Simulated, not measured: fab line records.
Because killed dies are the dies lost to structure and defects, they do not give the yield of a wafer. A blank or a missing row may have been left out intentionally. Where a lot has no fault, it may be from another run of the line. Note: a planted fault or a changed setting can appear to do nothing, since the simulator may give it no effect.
One fault seen from 2 desks    flow berkeley_cmos170    numbers are kept per desk, each desk with only its own; the story behind them comes last

## DESK OF THE TOOL OWNER: krf_scanner-02
The tool's own readings at UCB170_M3_EXPOSE_12 (exposes mask METAL3, target cd 700 nm): means of the sampled wafers that have a number, for each lot that ran on this tool. A lot is out of limits, marked OUT, if its mean lies more than 4 standard deviations from the usual mean; the brackets give that distance.
Columns: A = exposure_dose_mJ_cm2 at UCB170_M3_EXPOSE_12, usual 25.980
lot   first seen here  A
L430  day 9 09:25      26.002
L432  day 9 15:38      25.823 (-6.5) OUT
This desk finds L432 out of limits, L432 being first, at day 9 15:38 (exposure_dose_mJ_cm2 at UCB170_M3_EXPOSE_12). L430 stayed within limits.

## FROM THE METROLOGY DESK
Means of the sampled wafers that have a number, per lot and without regard to the tool the lot ran on: this is what the gauges read. A lot is out of limits, marked OUT, if its mean lies more than 4 standard deviations from the usual mean; the brackets give that distance.
Columns: A = M3_AL_RS at UCB170_M3_RS_MEAS_02, usual 0.0323 ohm/sq; B = M3_AL_THK at UCB170_M3_THK_MEAS_03, usual 896 nm; C = cd_nm at UCB170_M3_CD_MEAS_15, usual 700.5 nm; D = M3_OVL at UCB170_M3_OVL_MEAS_16, usual 0 nm
lot   first seen here  A       B    C      D
L425  day 8 11:29      0.0318  906  701.6  9
L430  day 9 07:10      0.0329  884  700.1  0
L432  day 9 13:20      0.0319  906  695.7  -5
L437  day 10 07:08     0.0326  886  700.5  -5
L443  day 12 12:21     0.0320  903  700.8  -5
This desk's finding: nothing out of limits on any of the 5 lots.

## TAKEN TOGETHER
On L432, at day 9 15:38, an alarm was possible from the tool owner's desk.
The metrology desk saw nothing out of limits.
The metrology desk holds a record of L432, inside its limits.
On krf_scanner-02, each named lot ran UCB170_M3_EXPOSE_12.

## WHAT WAS PUT IN BY THE SIMULATOR
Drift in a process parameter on krf_scanner-02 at UCB170_M3_EXPOSE_12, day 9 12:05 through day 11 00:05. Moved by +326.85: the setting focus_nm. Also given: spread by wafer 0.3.
Struck lots among those shown: L432.
Hours from the fault's start to each desk's first reading out of limits: the tool owner's desk, 4.
